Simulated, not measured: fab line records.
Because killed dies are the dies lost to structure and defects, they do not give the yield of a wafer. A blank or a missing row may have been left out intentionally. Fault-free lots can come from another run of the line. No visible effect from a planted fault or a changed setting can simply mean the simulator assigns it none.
Split-lot experiment + flow ritCmos + route with 202 steps; 5 lots, 23 wafers read

## THE SPLIT
At RIT_PRETRO_COAT_01 (resist thk 1300 nm), the setting spinRpm was moved away from the recipe's 2000 rpm on 6 of the 23 wafers read, by -6.1% to +2.0%. For the rest of the wafers, this setting stayed at what the recipe calls for.

## FROM THE SPLIT TO THE READING: what the file shows between them, 3 steps
- RIT_PRETRO_SOFTBAKE_02: time 60 s
- RIT_PRETRO_EXPOSE_03: exposes mask M5, target cd 43700 nm
- RIT_PRETRO_DEVELOP_05: develop time 68 s

## THE READING
NOVOLAK_of_PRETRO_COAT_01.thkNm (the simulator's own value, which no gauge read), in nm, at RIT_PRETRO_HARDBAKE_07 (time 120 s). No usual value for it is given in the file. Across the 17 wafers here that went through the recipe, the average is 1137 nm and the standard deviation 2.1 nm.

| wafer  | tool, chamber at the split | spinRpm as run, rpm | against the recipe | NOVOLAK_of_PRETRO_COAT_01.thkNm, nm | against lot-mates on the recipe |
|--------|----------------------------|---------------------|--------------------|-------------------------------------|---------------------------------|
| L076.1 | lithoTrack-01, 0           | 1878                | -6.1%              | 1167                                | +31                             |
| L076.2 | lithoTrack-01, 0           | 1878                | -6.1%              | 1170                                | +34                             |
| L076.4 | lithoTrack-01, 0           | 2000                | recipe             | 1136                                | -                               |
| L076.5 | lithoTrack-01, 0           | 2000                | recipe             | 1133                                | -                               |
| L076.6 | lithoTrack-01, 0           | 2000                | recipe             | 1140                                | -                               |
| L078.1 | lithoTrack-03, 0           | 2000                | recipe             | 1141                                | -                               |
| L078.3 | lithoTrack-03, 0           | 2000                | recipe             | 1136                                | -                               |
| L078.4 | lithoTrack-03, 0           | 2000                | recipe             | 1136                                | -                               |
| L078.5 | lithoTrack-03, 0           | 2000                | recipe             | 1136                                | -                               |
| L078.6 | lithoTrack-03, 0           | 2000                | recipe             | 1136                                | -                               |
| L080.1 | lithoTrack-04, 0           | 2000                | recipe             | 1139                                | -                               |
| L080.2 | lithoTrack-04, 0           | 2040                | +2.0%              | 1128                                | -10                             |
| L080.4 | lithoTrack-04, 0           | 2000                | recipe             | 1138                                | -                               |
| L080.5 | lithoTrack-04, 0           | 2040                | +2.0%              | 1126                                | -12                             |
| L080.6 | lithoTrack-04, 0           | 2000                | recipe             | 1137                                | -                               |
| L081.1 | lithoTrack-04, 0           | 1955                | -2.2%              | 1152                                | +13                             |
| L081.3 | lithoTrack-04, 0           | 2000                | recipe             | 1141                                | -                               |
| L081.4 | lithoTrack-04, 0           | 2000                | recipe             | 1138                                | -                               |
| L081.5 | lithoTrack-04, 0           | 1955                | -2.2%              | 1151                                | +12                             |
| L081.6 | lithoTrack-04, 0           | 2000                | recipe             | 1139                                | -                               |
| L083.1 | lithoTrack-03, 0           | 2000                | recipe             | 1136                                | -                               |
| L083.2 | lithoTrack-03, 0           | 2000                | recipe             | 1136                                | -                               |
| L083.6 | lithoTrack-03, 0           | 2000                | recipe             | 1135                                | -                               |

THE FIT
A straight line over all 23 wafers: NOVOLAK_of_PRETRO_COAT_01.thkNm changes by -5.23 nm for each +1% of spinRpm; r = -0.98; the points scatter about the line by 2.1 nm.
The same after taking each lot's own level away (the mean of its wafers on the recipe; 23 wafers): -5.31 nm for each +1%; r = -0.99; scatter 1.7 nm.
According to that fit, moving spinRpm by its largest amount changes the reading by 32 nm.
The lots' own levels span 1135.7 to 1139.3 nm, that is 1.7 times the standard deviation above.
Consequently the slope shifts little with the lot-to-lot level, the two slopes agreeing.
Check: +33.5 nm against its lot-mates is what the line predicts for one of the wafers moved furthest among these (-6.1%) when that wafer is left out of the fit. It came out at +30.7 nm against them.

## OTHER SPLITS APPLIED TO THESE WAFERS
These wafers also went through other splits before the reading. Each is held against what the fit with the lots' levels taken away leaves over:
| other split on the same wafers | wafers away from the commonest value | r with NOVOLAK_of_PRETRO_COAT_01.thkNm (lot level and that fit taken away) |
|--------------------------------|--------------------------------------|----------------------------------------------------------------------------|
| RIT_ACTIVE_OXIDATION_01 tempC  | 15                                   | +0.05                                                                      |
| RIT_ACTIVE_COAT_06 spinRpm     | 8                                    | -0.01                                                                      |
| RIT_FOX2_OXIDATION_00 oxTimeS  | 18                                   | +0.00                                                                      |
| RIT_NRETRO_SOFTBAKE_02 tempC   | 7                                    | +0.21                                                                      |
| RIT_NRETRO_IMPLANT_08 doseCm2  | 11                                   | +0.18                                                                      |

## THE WHOLE CHAIN: every reading that the file lists as answering this split, in the file's order
| step                   | what it does       | reading                                                                          | change (the file's fit)              | r (the file's) |
|------------------------|--------------------|----------------------------------------------------------------------------------|--------------------------------------|----------------|
| RIT_PRETRO_COAT_01     | resist thk 1300 nm | NOVOLAK_of_PRETRO_COAT_01.thkNm (the simulator's own value, which no gauge read) | -6.17 nm for each +1% of the setting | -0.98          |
| RIT_PRETRO_HARDBAKE_07 | time 120 s         | NOVOLAK_of_PRETRO_COAT_01.thkNm (the simulator's own value, which no gauge read) | -5.32 nm for each +1% of the setting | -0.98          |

## FILE'S OWN FIT
NOVOLAK_of_PRETRO_COAT_01.thkNm changes by -5.32 nm for each +1% of spinRpm, r = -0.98.
